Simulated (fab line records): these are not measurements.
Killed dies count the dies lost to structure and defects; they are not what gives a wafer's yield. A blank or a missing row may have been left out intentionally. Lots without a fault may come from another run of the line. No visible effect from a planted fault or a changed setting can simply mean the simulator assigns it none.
Problem report in the 8D (eight disciplines) form, filled by code || flow rit_cmos || the parts of the form that need people (team, actions taken, sign-off) are left out

1. THE ISSUE
RIT_M1_SPUTTER_00, cathode_dc_power_W: mean 2129.4 W over 1 wafer from 1 lot; wafers with no fault: 2000.0 W, standard deviation 0.35. That is +99 or more standard deviations from the usual mean.
The step: material Al, target thk 400 nm, time 500 s.
First observed at day 5 02:34: wafer L754.4, on pvd_sputter-02. The record has a number at this step for 39 wafers belonging to 13 lots. By rule, "out" or "out of limits" means more than 4 standard deviations away from the usual mean. The other wafers with a number count as sound.

2. WHAT IT IS AND WHAT IT IS NOT
{"question": "which readings at this step", "is": "cathode_dc_power_W", "is not": "throttle_valve_pct"}
{"question": "which lots", "is": "L754", "is not": "L745, L746, L747, L748, L749, L750, L758, L760, L762, L764, L767, L768"}
{"question": "which wafers of those lots", "is": "L754.4", "is not": "L754.1, L754.6"}
{"question": "read on which tools", "is": "pvd_sputter-02", "is not": "pvd_sputter-04"}
{"question": "when", "is": "from day 5 02:34", "is not": "up to then (20 sound wafers); but 18 sound wafers of L758, L760, L762, L764, L767, L768 came after"}

3. WHAT RULES OUT EACH SUSPECT
Counting: if a tool at a process step up to the reading ran every lot that is out, it stays a suspect. Sound lots after the first of them don't rule it out here, since some wafers of a struck lot are sound.
- pvd_sputter-02 at RIT_M1_SPUTTER_00 (material Al, target thk 400 nm, time 500 s): kept. The lot that is out, L754, ran on it at day 5 02:34; the last sound lot it ran before that was L750, at day 4 06:16. Out on those wafers are its own readings of cathode_dc_power_W.
Left after counting: pvd_sputter-02 at RIT_M1_SPUTTER_00.

4. THE CAUSE (what the simulator had put in)
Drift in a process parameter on pvd_sputter-02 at RIT_M1_SPUTTER_00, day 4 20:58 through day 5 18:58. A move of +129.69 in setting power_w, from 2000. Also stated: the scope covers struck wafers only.
This tool alone remained once counting was done.

5. SEQUENCE OF EFFECTS, ordered by route
Each row: a reading whose mean over the struck wafers that have a number lies more than 3 standard deviations from the usual. Readings are gone through only where the record gives a usual standard deviation; hours: the median, over the lots, of the time from a lot's start at the first step in this table giving one to that lot's start at this step; sigmas: the change measured in usual standard deviations.
{"hours": 0, "step": "RIT_M1_SPUTTER_00", "reading": "cathode_dc_power_W", "usual": "2000.0 W", "on struck wafers": 2129.4, "change": "+129.4", "sigmas": "+99 or more"}
{"hours": 0, "step": "RIT_M1_RS_MEAS_01", "reading": "M1_AL_RS", "usual": "0.0735 ohm/sq", "on struck wafers": 0.0696, "change": -0.0039, "sigmas": -3.5}
{"hours": 0, "step": "RIT_M1_THK_MEAS_02", "reading": "M1_AL_THK", "usual": "399 nm", "on struck wafers": 419, "change": "+20", "sigmas": "+3.1"}
Process steps it contains:
- RIT_M1_SPUTTER_00: material Al, target thk 400 nm, time 500 s.
At these later measuring or inspecting steps, every struck wafer for which the step has a row has a number for every such reading, and none has moved that far: RIT_M1_CD_MEAS_09, RIT_M1_BOW_MEAS_16.

6. HOW IT WOULD HAVE BEEN CAUGHT EARLIER
In this record the first reading out of limits was taken at day 5 02:34, 6 hours after the fault began at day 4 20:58.
